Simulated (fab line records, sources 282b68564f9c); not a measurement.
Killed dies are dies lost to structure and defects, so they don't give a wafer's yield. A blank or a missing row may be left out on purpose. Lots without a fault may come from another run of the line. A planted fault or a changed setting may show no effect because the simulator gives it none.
Which tool did it? | flow rit_cmos | 15 lots, 45 wafers sampled, at 1 step of a route of 202

WHAT THE GAUGES READ, wafer by wafer
The record holds no reading of a measuring or inspecting step that can be judged against a usual standard deviation.

WHICH TOOL RAN EACH LOT (tool, then ch and the chambers of the sampled wafers, then the start)
lot  | RIT_CONTACT_EXPOSE_05
L783 | iline_stepper-01 ch 0, day 3 06:48
L786 | iline_stepper-02 ch 0, day 3 19:07
L788 | iline_stepper-01 ch 0, day 4 06:07
L789 | iline_stepper-02 ch 0, day 4 12:59
L790 | iline_stepper-01 ch 0, day 4 15:58
L791 | iline_stepper-01 ch 0, day 4 23:14
L792 | iline_stepper-01 ch 0, day 5 05:26
L794 | iline_stepper-02 ch 0, day 5 14:38
L795 | iline_stepper-02 ch 0, day 5 21:43
L796 | iline_stepper-02 ch 0, day 5 23:48
L797 | iline_stepper-02 ch 0, day 6 02:15
L803 | iline_stepper-02, day 7 16:58
L804 | iline_stepper-02, day 7 18:26
L805 | iline_stepper-01, day 8 02:55
L806 | iline_stepper-02 ch 0, day 8 14:53
- RIT_CONTACT_EXPOSE_05: exposes mask M11, target cd 1000 nm.

WHAT THE TOOLS THEMSELVES READ (means of the sampled wafers that have a number; where no wafer has one, the mark that the record gives instead)
RIT_CONTACT_EXPOSE_05.
lot  | tool             | exposure_dose_mJ_cm2 | focus_offset_nm (nm)
L783 | iline_stepper-01 | 250.00               | -0.7
L786 | iline_stepper-02 | 249.82               | 0.4
L788 | iline_stepper-01 | 249.97               | -0.1
L789 | iline_stepper-02 | 249.78               | -0.6
L790 | iline_stepper-01 | 249.78               | -0.5
L791 | iline_stepper-01 | 249.91               | 0.2
L792 | iline_stepper-01 | 249.83               | -0.5
L794 | iline_stepper-02 | 250.09               | -0.2
L795 | iline_stepper-02 | 249.96               | 0.1
L796 | iline_stepper-02 | 249.89               | -0.1
L797 | iline_stepper-02 | 249.87               | 0.1
L803 | iline_stepper-02 | -                    | -
L804 | iline_stepper-02 | -                    | -
L805 | iline_stepper-01 | -                    | -
L806 | iline_stepper-02 | 249.70               | -0.4

THE ANSWER, worked out from the rows above alone
Rule: what is usual is taken from the lots themselves. Put in order of their means at a reading, lots are off if they are a third of the lots or fewer, leave a main group of 4 or more, and stand apart from it by a gap of 3 or more times the standard deviation of the main group's means; of several such gaps the widest counts. A main group whose means are all the same, to the digits that the tables above print for the reading, isn't used. A lot without any number at a reading at which 4 lots or more have one is off too. The other lots that the step has rows for count as sound. The gauges are gone through in route order, then the tools' own readings, and for those a lot's mean is taken as printed above. The first step at which some lot is off is used, and at that step the reading that is off furthest; a lot without a number counts as furthest.
Off: L803, L804, L805, at RIT_CONTACT_EXPOSE_05 (exposure_dose_mJ_cm2). Without a number there: L803, L804, L805. The main group: mean 249.88, standard deviation 0.11.
A tool fits if, at that step or a process step before it, it ran every lot that is off, and no sound lot after the first of them. None of those tried fits.

WHAT THE SIMULATOR HAD PUT IN
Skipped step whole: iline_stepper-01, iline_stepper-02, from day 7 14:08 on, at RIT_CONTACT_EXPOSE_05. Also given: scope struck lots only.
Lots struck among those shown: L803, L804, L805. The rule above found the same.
